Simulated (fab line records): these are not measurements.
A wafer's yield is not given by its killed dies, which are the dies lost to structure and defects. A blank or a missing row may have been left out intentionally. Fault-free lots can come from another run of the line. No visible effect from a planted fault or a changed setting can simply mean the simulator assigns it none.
fab line records -- flow rit_cmos
record lots=14, wafers=42, last_day=7
route steps=202 shown ACTIVE@8 M1@202
lots that met no fault: from a run of the same line without faults
start_h: hours from the record's opening day to when the first of the lot's shown wafers began -- wait_h: hours elapsed since this lot's preceding step -- " unchanged from the row above -- L1.1+2: a row that stands for several wafers -- - no value, or no start given -- * or withheld: withheld -- < > ~ a bound
route shown NAME@n: a module of which the file shows steps, and the number in the route of the first -- usual: mean/standard deviation taken from wafers without a fault -- same: alike in all rows -- chamber/n: place in a boat -- sites: per-site readings -- _std_site: standard deviation across them -- _edge_site: inner sites' mean taken away from outer sites' mean -- radius_mm: for every site, how far away it sits from the centre of the wafer -- mask NAME#n: copy n -- behind: the most recent tool/chamber to have shaped the wafer -- hold: cause of the lot's hold/its duration in hours/its outcome -- device: the transistor (n, p or np) that didn't switch -- end of line: tests of these same wafers at the route's end -- step lacking rows: just its recipe -- killed: dies that structure and defects cost at the first sort, which is not the same as the wafer's yield -- map: a wafer's dies, x killed, . not, _ none there
set.NAME: the setting that was run; set.NAME@STEP: the one run at that earlier step -- model.NAME: the simulator's own value behind a step, which no gauge read
steps of the route over a sample of lots; a table a step, a row a wafer
## steps
# step RIT_ACTIVE_SOFTBAKE_07
# recipe resist=NOVOLAK, temp_c=90, time_s=60
# usual heater_power_total_W=34.57/0.047, plate_temp_C=89.99/0.12
lot.wafer,tool,chamber,start_h,wait_h,heater_power_total_W,plate_temp_C
L174.3,litho_track-04,0,14.03,0.1,34.58,90.02
L174.4,litho_track-04,0,14.03,0.1,34.64,90.07
L174.5,litho_track-04,0,14.03,0.1,34.63,90.03
L175.2,litho_track-04,0,18.91,0.1,34.54,90.16
L175.4,litho_track-04,0,18.91,0.1,34.61,90.09
L175.6,litho_track-04,0,18.91,0.1,34.62,90.03
L176.1,litho_track-04,0,24.69,0.1,34.64,89.70
L176.3,litho_track-04,0,24.69,0.1,34.59,89.92
L176.6,litho_track-04,0,24.69,0.1,34.50,90.04
L177.2,litho_track-02,0,30.76,0.1,34.57,89.79
L177.3,litho_track-02,0,30.76,0.1,34.60,89.75
L177.5,litho_track-02,0,30.76,0.1,34.60,89.75
L178.3,litho_track-04,0,35.38,0.1,34.54,89.86
L178.4,litho_track-04,0,35.38,0.1,34.52,89.95
L178.6,litho_track-04,0,35.38,0.1,34.56,89.93
L180.2,litho_track-04,0,44.52,0.1,34.53,89.84
L180.3,litho_track-04,0,44.52,0.1,34.54,89.91
L180.4,litho_track-04,0,44.52,0.1,34.63,89.98
L181.2,litho_track-04,0,49.85,0.1,34.60,89.80
L181.4,litho_track-04,0,49.85,0.1,34.64,90.07
L181.5,litho_track-04,0,49.85,0.1,34.63,90.04
L182.3,litho_track-02,0,55.78,0.1,34.56,89.93
L182.4,litho_track-02,0,55.78,0.1,34.57,90.04
L182.6,litho_track-02,0,55.78,0.1,34.53,90.03
L183.2,litho_track-04,0,59.66,0.1,35.14,91.07
L183.4,litho_track-04,0,59.66,0.1,35.14,91.14
L183.6,litho_track-04,0,59.66,0.1,35.17,91.31
L184.1,litho_track-02,0,63.94,0.1,34.56,90.08
L184.2,litho_track-02,0,63.94,0.1,34.62,90.02
L184.4,litho_track-02,0,63.94,0.1,34.55,90.16
L186.2,litho_track-04,0,74.73,0.1,35.17,91.01
L186.4,litho_track-04,0,74.73,0.1,35.13,90.74
L186.5,litho_track-04,0,74.73,0.1,35.21,91.10
L190.3,litho_track-03,0,93.94,0.1,34.59,90.12
L190.4,litho_track-03,0,93.94,0.1,34.50,89.96
L190.6,litho_track-03,0,93.94,0.1,34.58,90.10
L192.1,litho_track-03,0,103.89,0.1,34.56,90.04
L192.5,litho_track-03,0,103.89,0.1,34.51,89.84
L192.6,litho_track-03,0,103.89,0.1,34.54,90.05
L197.1,litho_track-03,0,128.89,0.1,34.62,90.06
L197.2,litho_track-03,0,128.89,0.1,34.59,89.94
L197.3,litho_track-03,0,128.89,0.1,34.54,90.05
# step RIT_M1_PROBE_99
# usual killed_at_M0_to_M3=0.0/0.14, killed_at_contacts=0.1/0.26, killed_at_front_end=7/3.2, killed_dies=7/3.2, killed_open=3.2/2.1, killed_short=3.7/2.1
# same gross_dies=264, killed_at_M4_up=0, killed_at_back_side=0, killed_at_other=0
lot.wafer,tool,chamber,start_h,wait_h,killed_at_M0_to_M3,killed_at_contacts,killed_at_front_end,killed_dies,killed_open,killed_short
L180.2,prober-02,-,89.78,0.1,0,0,7,7,2,5
L180.3,prober-02,-,89.83,0.2,0,0,10,10,2,7
L180.4,prober-02,-,89.88,0.2,0,0,7,7,3,4
L183.2,prober-01,-,103.36,0.1,0,0,4,4,1,3
L183.4,prober-01,-,103.46,0.2,0,0,11,11,4,7
L183.6,prober-01,-,103.56,0.2,0,0,12,12,9,3
L184.1,prober-02,-,111.65,0.1,0,0,5,5,2,3
L184.2,prober-02,-,111.70,0.1,0,0,2,2,0,2
L184.4,prober-02,-,111.80,0.2,0,0,5,5,2,3
# killed by level:class
L180.2 FOX1:geometric_particle:short=3 GATE:geometric_particle:open=1 GATE:geometric_particle:short=1 REOX:geometric_particle:short=1 REOX:geometric_particle:open=1
L180.3 FOX1:geometric_particle:short=3 GATE:geometric_particle:short=2 FOX2:geometric_particle:short=1 GATE:geometric_particle:open=1 SILICIDE:geometric_particle:open=1 SILICIDE:geometric_particle:short=1 ACTIVE:coat_microbubble_printed=1
L180.4 GATE:geometric_particle:short=2 SILICIDE:geometric_particle:open=2 FOX1:geometric_particle:open=1 REOX:geometric_particle:short=1 SILICIDE:geometric_particle:short=1
L183.2 FOX1:geometric_particle:short=1 GATE:geometric_particle:short=1 REOX:geometric_particle:open=1 SPACER:geometric_particle:short=1
L183.4 GATE:geometric_particle:short=3 SPACER:geometric_particle:open=3 FOX1:geometric_particle:open=1 FOX1:geometric_particle:short=1 FOX2:geometric_particle:short=1 REOX:geometric_particle:short=1 SPACER:geometric_particle:short=1
L183.6 GATE:geometric_particle:open=4 FOX1:geometric_particle:open=3 GATE:geometric_particle:short=2 FOX1:geometric_particle:short=1 SPACER:geometric_particle:open=1 SILICIDE:geometric_particle:open=1
L184.1 GATE:geometric_particle:short=2 FOX2:geometric_particle:open=1 FOX2:geometric_particle:short=1 GATE:geometric_particle:open=1
L184.2 FOX2:geometric_particle:short=1 SPACER:geometric_particle:short=1
L184.4 ACTIVE:geometric_particle:short=1 FOX2:geometric_particle:open=1 GATE:geometric_particle:short=1 GATE:geometric_particle:open=1 SPACER:geometric_particle:short=1
## key
first_sign step=RIT_ACTIVE_SOFTBAKE_07, reading=heater_power_total_W, direction=up, sigmas=13, usual=34.57, struck=35.16
effect step=RIT_ACTIVE_SOFTBAKE_07, reading=plate_temp_C, direction=up, sigmas=8.7, usual=*, struck=*
met_at RIT_ACTIVE_SOFTBAKE_07
struck_lots L183,L186
tester_left_out L183,L186
onset_between 49.85 59.66
fault kind=process_parameter_drift, tool=litho_track-04, chamber=-, onset_h=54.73, steps=RIT_ACTIVE_SOFTBAKE_07, channel=temp_c, offset=*, shape=step, end_h=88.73, acts_in=*, stated=*
# tester_left_out: of these lots the tester's yield and bins aren't shown, on N5 and GAA mostly nor the transistor test; their killed dies are dies lost to structure and defects alone, not to doping, threshold or leakage, so they don't give the yield
